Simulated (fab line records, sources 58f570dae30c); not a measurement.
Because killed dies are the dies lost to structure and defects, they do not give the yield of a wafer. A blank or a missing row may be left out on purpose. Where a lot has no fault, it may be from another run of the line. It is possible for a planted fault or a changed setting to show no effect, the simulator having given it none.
Which of the tools did it?    flow berkeley_cmos170    42 wafers from 14 lots sampled at 7 of the route's 331 steps

## WHAT EACH GAUGE READ, for each wafer
UCB170_M1_RS_MEAS_01: the measuring method here is four-point-probe.
lot   measured      on             M1_AL_RS (ohm/sq)
L165  day 9 01:59   film_metro-04  0.0484 0.0482 0.0483
L164  day 9 02:00   film_metro-03  0.0483 0.0489 0.0488
L169  day 9 03:52   film_metro-04  0.0493 0.0489 0.0493
L163  day 9 04:08   film_metro-03  0.0481 0.0483 0.0488
L166  day 9 09:11   film_metro-03  0.0487 0.0482 0.0486
L170  day 9 17:40   film_metro-01  0.0437 0.0435 0.0435
L171  day 9 21:40   film_metro-04  0.0482 0.0486 0.0486
L173  day 9 23:08   film_metro-04  0.0423 0.0426 0.0426
L174  day 10 03:08  film_metro-01  0.0479 0.0482 0.0482
L176  day 10 14:24  film_metro-01  0.0492 0.0488 0.0492
L178  day 11 19:16  film_metro-04  0.0481 0.0486 0.0482
L182  day 11 21:18  film_metro-04  0.0480 0.0486 0.0483
L179  day 11 21:34  film_metro-01  0.0480 0.0486 0.0485
L186  day 12 21:51  film_metro-01  0.0490 0.0495 0.0493

UCB170_M1_THK_MEAS_02: measures by xrf.
lot   measured      on             M1_AL_THK (nm)
L165  day 9 02:06   film_metro-04  594 598 598
L164  day 9 02:07   film_metro-03  598 589 590
L169  day 9 03:59   film_metro-04  587 590 583
L163  day 9 04:14   film_metro-03  600 598 590
L166  day 9 09:18   film_metro-03  592 597 595
L170  day 9 17:47   film_metro-01  651 653 653
L171  day 9 21:47   film_metro-04  600 598 596
L173  day 9 23:16   film_metro-04  679 673 673
L174  day 10 03:15  film_metro-01  597 592 595
L176  day 10 14:31  film_metro-01  580 587 585
L178  day 11 19:22  film_metro-04  605 597 603
L182  day 11 21:25  film_metro-04  599 593 596
L179  day 11 21:40  film_metro-01  595 591 589
L186  day 12 21:58  film_metro-01  579 576 583

UCB170_M1_OVL_MEAS_10.
lot   measured      on          M1_OVL (nm)
L165  day 9 03:28   overlay-02  4 -1 -6
L164  day 9 03:44   overlay-01  -1 -3 5
L169  day 9 05:18   overlay-01  -1 1 -3
L163  day 9 05:33   overlay-02  4 -1 -6
L166  day 9 10:55   overlay-01  -7 -3 -3
L170  day 9 18:55   overlay-02  5 1 -1
L171  day 9 23:37   overlay-02  -2 -3 3
L173  day 10 01:37  overlay-01  6 1 -2
L174  day 10 04:53  overlay-01  -12 -6 -4
L176  day 10 15:32  overlay-01  3 9 5
L178  day 11 20:57  overlay-01  -3 -3 1
L182  day 11 22:47  overlay-01  -4 -1 -6
L179  day 11 23:20  overlay-01  -1 -3 3
L186  day 12 23:33  overlay-01  -5 -1 4

UCB170_V1_THK_MEAS_01.
lot   measured      on             V1_TEOS_THK (nm)
L165  day 9 05:32   film_metro-04  1942 1933 1981
L164  day 9 06:52   film_metro-04  1976 1974 1979
L169  day 9 08:11   film_metro-02  1954 1948 1966
L163  day 9 08:11   film_metro-04  1987 1979 2011
L166  day 9 12:59   film_metro-04  1995 2006 2039
L170  day 9 20:53   film_metro-02  1967 1980 2023
L171  day 10 01:40  film_metro-02  1968 1957 2025
L173  day 10 03:40  film_metro-02  1971 1998 1978
L174  day 10 06:48  film_metro-01  1991 2014 1986
L176  day 10 17:33  film_metro-01  1931 1952 1984
L178  day 11 23:01  film_metro-02  1979 2009 2006
L182  day 12 01:40  film_metro-01  1992 2026 2004
L179  day 12 01:41  film_metro-04  1968 1984 2032
L186  day 13 02:50  film_metro-02  2004 2022 2013

## TOOL THAT RAN EACH LOT (tool first, then ch and the chambers of the sampled wafers, then the start)
lot   UCB170_CONTACT_STRIP_06               UCB170_M1_SPUTTER_00          UCB170_M1_METAL_ETCH_12
L165  plasma_asher-03 ch 0,1, day 8 22:50   pvd_sputter-03, day 9 01:55   rie_metal-03 ch 1, day 9 03:32
L164  plasma_asher-04 ch 0,1, day 8 23:08   pvd_sputter-04, day 9 01:55   rie_metal-02 ch 0, day 9 03:52
L169  plasma_asher-03 ch 0,1, day 9 00:37   pvd_sputter-01, day 9 03:49   rie_metal-04 ch 0,1, day 9 05:23
L163  plasma_asher-03 ch 0,1, day 9 00:55   pvd_sputter-04, day 9 04:03   rie_metal-03 ch 1, day 9 05:40
L166  plasma_asher-04 ch 0,1, day 9 02:46   pvd_sputter-04, day 9 09:07   rie_metal-03 ch 1, day 9 11:00
L170  plasma_asher-04 ch 0,1, day 9 14:22   pvd_sputter-04, day 9 17:37   rie_metal-02 ch 0,1, day 9 19:00
L171  plasma_asher-02 ch 0,1, day 9 19:21   pvd_sputter-01, day 9 21:37   rie_metal-03 ch 1, day 9 23:41
L173  plasma_asher-03 ch 0,1, day 9 20:29   pvd_sputter-04, day 9 23:05   rie_metal-03 ch 1, day 10 01:41
L174  plasma_asher-03 ch 0,1, day 9 23:31   pvd_sputter-01, day 10 03:04  rie_metal-02 ch 0,1, day 10 04:58
L176  plasma_asher-02 ch 0,1, day 10 12:15  pvd_sputter-03, day 10 14:20  rie_metal-02 ch 0,1, day 10 15:37
L178  plasma_asher-04 ch 0,1, day 11 16:46  pvd_sputter-01, day 11 19:11  rie_metal-02 ch 1, day 11 21:04
L182  plasma_asher-03 ch 0,1, day 11 18:34  pvd_sputter-01, day 11 21:14  rie_metal-02 ch 1, day 11 22:51
L179  plasma_asher-02 ch 0,1, day 11 19:00  pvd_sputter-03, day 11 21:29  rie_metal-04 ch 1, day 11 23:28
L186  plasma_asher-02 ch 1, day 12 19:36    pvd_sputter-04, day 12 21:46  rie_metal-02 ch 0,1, day 12 23:38
- UCB170_CONTACT_STRIP_06: strips in O2.
- UCB170_M1_SPUTTER_00: material Al, target thk 600 nm, time 80 s.
- UCB170_M1_METAL_ETCH_12: etches Al in Cl2/BCl3, stops on PSG, target depth 780 nm, time 130 s.

## WHAT THE TOOLS THEMSELVES READ (means of the sampled wafers that have a number; where no wafer has one, the mark that the record gives instead)
UCB170_CONTACT_STRIP_06.
lot   tool             drypump_motor_current_A (A)  oes_product_au (a.u.)  strip_time_to_endpoint_s (s)
L165  plasma_asher-03  6.0                          0.729                  22.02
L164  plasma_asher-04  6.2                          0.730                  21.94
L169  plasma_asher-03  6.0                          0.733                  21.95
L163  plasma_asher-03  6.0                          0.736                  21.99
L166  plasma_asher-04  6.0                          0.735                  21.97
L170  plasma_asher-04  6.2                          0.737                  22.01
L171  plasma_asher-02  5.4                          0.734                  21.97
L173  plasma_asher-03  6.0                          0.734                  21.95
L174  plasma_asher-03  6.1                          0.738                  22.03
L176  plasma_asher-02  5.3                          0.732                  21.97
L178  plasma_asher-04  6.1                          0.736                  21.99
L182  plasma_asher-03  6.0                          0.730                  22.08
L179  plasma_asher-02  5.3                          0.732                  21.91
L186  plasma_asher-02  5.2                          0.736                  21.97

UCB170_M1_SPUTTER_00.
lot   tool            throttle_valve_pct (%)
L165  pvd_sputter-03  30.9
L164  pvd_sputter-04  29.7
L169  pvd_sputter-01  29.8
L163  pvd_sputter-04  30.3
L166  pvd_sputter-04  30.4
L170  pvd_sputter-04  30.4
L171  pvd_sputter-01  29.7
L173  pvd_sputter-04  30.3
L174  pvd_sputter-01  29.8
L176  pvd_sputter-03  30.7
L178  pvd_sputter-01  29.6
L182  pvd_sputter-01  29.6
L179  pvd_sputter-03  30.4
L186  pvd_sputter-04  30.4

UCB170_M1_METAL_ETCH_12.
lot   tool          drypump_motor_current_A (A)  oes_product_au (a.u.)  throttle_valve_pct (%)
L165  rie_metal-03  5.2                          0.867                  24.66
L164  rie_metal-02  6.3                          0.878                  24.05
L169  rie_metal-04  6.1                          0.850                  24.50
L163  rie_metal-03  5.2                          0.866                  24.65
L166  rie_metal-03  5.2                          0.863                  24.66
L170  rie_metal-02  6.3                          0.925                  24.41
L171  rie_metal-03  5.2                          0.866                  24.66
L173  rie_metal-03  5.2                          0.933                  24.62
L174  rie_metal-02  6.3                          0.878                  24.23
L176  rie_metal-02  6.3                          0.868                  24.43
L178  rie_metal-02  6.3                          0.876                  24.61
L182  rie_metal-02  6.3                          0.874                  24.62
L179  rie_metal-04  5.5                          0.826                  24.20
L186  rie_metal-02  6.3                          0.857                  24.37

## THE ANSWER, worked out from the rows above alone
Rule: usual is defined by the lots themselves. Put in order of their means at a reading, lots are off if they are a third of the lots or fewer, leave a main group of 4 or more, and stand apart from it by a gap of 3 or more times the standard deviation of the main group's means; of several such gaps the widest counts. If all means in a main group match to the digits the tables above print for the reading, that group is not used. A lot without any number at a reading at which 4 lots or more have one is off too. Any other lot the step has rows for is counted as sound. After the gauges, taken in route order, come the tools' own readings; for these a lot's mean is taken, as printed above. The first step at which some lot is off is used, and at that step the reading that is off furthest; a lot without a number counts as furthest.
Off: L170, L173, seen at UCB170_M1_RS_MEAS_01 (M1_AL_RS). Mean 0.0486 ohm/sq and standard deviation 0.00037 in the main group.
A tool fits if, at a process step before that reading, it ran every lot that is off, and no sound lot after the first of them. The gauges at UCB170_M1_RS_MEAS_01 aren't tried: what is off there is off at UCB170_M1_METAL_ETCH_12 too, on other tools, and a gauge's error can't cause that. None of those tried fits.

## WHAT THE SIMULATOR HAD PUT IN
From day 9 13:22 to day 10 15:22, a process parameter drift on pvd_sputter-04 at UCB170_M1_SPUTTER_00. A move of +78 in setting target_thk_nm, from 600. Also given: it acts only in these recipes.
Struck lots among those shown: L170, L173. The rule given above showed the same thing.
